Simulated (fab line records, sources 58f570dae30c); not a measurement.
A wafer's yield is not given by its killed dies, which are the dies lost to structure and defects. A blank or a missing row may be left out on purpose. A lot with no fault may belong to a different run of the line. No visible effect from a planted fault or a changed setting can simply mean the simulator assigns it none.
Split-lot experiment ; flow berkeleyCmos170 ; 24 wafers read across 5 lots, on a route 331 steps long

ABOUT THE SPLIT
At UCB170_SPACER_ETCHBACK_03 (etches SiO2 in CHF3/CF4/Ar, stops on Si, target depth 376 nm, time 100 s), the setting timeS was moved away from the recipe's 100 s on 6 of the 24 wafers read, by -29.2% to -25.9%. This setting was run at the recipe's value on the other wafers.

FROM THE SPLIT TO THE READING: what the file shows between them, 13 steps
- UCB170_SILICIDE_SPUTTER_01: material Ti, target thk 30 nm, time 25 s (also split here: timeS)
- UCB170_SILICIDE_RS_MEAS_02: measures by four-point-probe
- UCB170_SILICIDE_THK_MEAS_03: measures by xrf
- UCB170_M1_DEVELOP_08: develop time 45 s (also split here: developTimeS)
- UCB170_M1_CD_MEAS_09: target cd 700 nm
- UCB170_M1_ETCH_11: etches BARC in N2/H2
- UCB170_M2_SPUTTER_01: material Al, target thk 900 nm, time 120 s (also split here: timeS)
- UCB170_M2_RS_MEAS_02: measures by four-point-probe
- UCB170_M2_THK_MEAS_03: measures by xrf
- UCB170_M2_HMDS_04: prime time 60 s
- UCB170_M2_COAT_05: resist thk 900 nm
- UCB170_M2_ETCH_17: etches BARC in N2/H2
- UCB170_M2_METAL_ETCH_18: etches Al in Cl2/BCl3, stops on SiO2, target depth 1170 nm, time 195 s

THE READING
etest.nmos_0p6.rOnOhmUm (the simulator's own value, which no gauge read), at UCB170_M3_PROBE_99. No usual value for it is given in the file. Here, 18 wafers ran the recipe; their average is 2273 with a standard deviation of 33.

wafer;tool, chamber at the split;timeS as run, s;against the recipe;etest.nmos_0p6.rOnOhmUm;against lot-mates on the recipe
L079.1;rieDiel-04, 1,3;100;recipe;2267;-
L079.2;rieDiel-04, 1,3;100;recipe;2244;-
L079.5;rieDiel-04, 1;100;recipe;2243;-
L076.1;rieDiel-01, 0;74.12;-25.9%;2577;+248
L076.2;rieDiel-01, 3;100;recipe;2321;-
L076.3;rieDiel-01, 1;100;recipe;2366;-
L076.4;rieDiel-01, 2;74.12;-25.9%;2642;+313
L076.5;rieDiel-01, 3;100;recipe;2301;-
L076.6;rieDiel-01, 2;74.12;-25.9%;2546;+217
L080.1;rieDiel-01, 3,2;70.75;-29.2%;2701;+462
L080.2;rieDiel-01, 1;100;recipe;2253;-
L080.3;rieDiel-01, 0;100;recipe;2242;-
L080.4;rieDiel-01, 3,2;70.75;-29.2%;2556;+317
L080.5;rieDiel-01, 0;70.75;-29.2%;2764;+525
L080.6;rieDiel-01, 1;100;recipe;2222;-
L077.3;rieDiel-02, 0;100;recipe;2296;-
L077.4;rieDiel-02, 1;100;recipe;2247;-
L077.5;rieDiel-02, 3;100;recipe;2261;-
L083.1;rieDiel-04, 1,0,0;100;recipe;2280;-
L083.2;rieDiel-04, 3;100;recipe;2280;-
L083.3;rieDiel-04, 1,0,0;100;recipe;2261;-
L083.4;rieDiel-04, 2;100;recipe;2272;-
L083.5;rieDiel-04, 1,0,0;100;recipe;2280;-
L083.6;rieDiel-04, 3;100;recipe;2274;-
When a row names more than one chamber, that row covers several wafers, and the file does not tell which wafer ran in which chamber.

THE FIT
A straight line over all 24 wafers: etest.nmos_0p6.rOnOhmUm changes by -13.1 for each +1% of timeS; r = -0.96; the points scatter about the line by 47.
The same after taking each lot's own level away (the mean of its wafers on the recipe; 24 wafers): -12.8 for each +1%; r = -0.95; scatter 52.
Per that fit: largest timeS move, reading shift of 3.7e+02.
The span of the lots' own levels, 2239.0 to 2329.3, comes to 2.8 times the standard deviation stated above.
Hence the lot-to-lot level has little effect on the slope; both slopes agree.
Check: with one of the wafers moved furthest among these (-29.2%) left out of the fit, the line predicts +352 for it against its lot-mates. Against them it came out at +462.

THESE WAFERS: OTHER SPLITS
These wafers also went through other splits before the reading. Each is held against what the fit with the lots' levels taken away leaves over:
other split on the same wafers;wafers away from the commonest value;r with etest.nmos_0p6.rOnOhmUm (lot level and that fit taken away)
UCB170_GATE_DEVELOP_11 developTimeS;8;+0.17
UCB170_SILICIDE_SPUTTER_01 timeS;6;+0.15
UCB170_M1_DEVELOP_08 developTimeS;5;+0.00
UCB170_M2_SPUTTER_01 timeS;8;+0.02

THE WHOLE CHAIN: every reading that the file lists as answering this split, in the file's order
step;what it does;reading;change (the file's fit);r (the file's)
UCB170_SPACER_ETCHBACK_03;etches SiO2 in CHF3/CF4/Ar, stops on Si, target depth 376 nm, time 100 s;etch.depthNm (the simulator's own value, which no gauge read);+2.68 nm for each +1% of the setting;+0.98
UCB170_M3_PROBE_99;;etest.ppolyLine.lineOhmUm (the simulator's own value, which no gauge read);not straight: 1011 at the lowest setting, 14.32 at the recipe, 14.32 at the highest;not given
UCB170_M3_PROBE_99;;etest.nmos_0p6.rOnOhmUm (the simulator's own value, which no gauge read);-12.7 for each +1% of the setting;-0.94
UCB170_M3_PROBE_99;;etest.ppolySal.rsOhmSq (the simulator's own value, which no gauge read);not straight: 353.1 at the lowest setting, 3.944 at the recipe, 3.944 at the highest;not given
UCB170_M3_PROBE_99;;etest.ppolyLine.rsOhmSq (the simulator's own value, which no gauge read);not straight: 352.3 at the lowest setting, 4.592 at the recipe, 4.592 at the highest;not given

FILE'S OWN FIT
etest.nmos_0p6.rOnOhmUm changes by -12.7 for each +1% of timeS, r = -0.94.
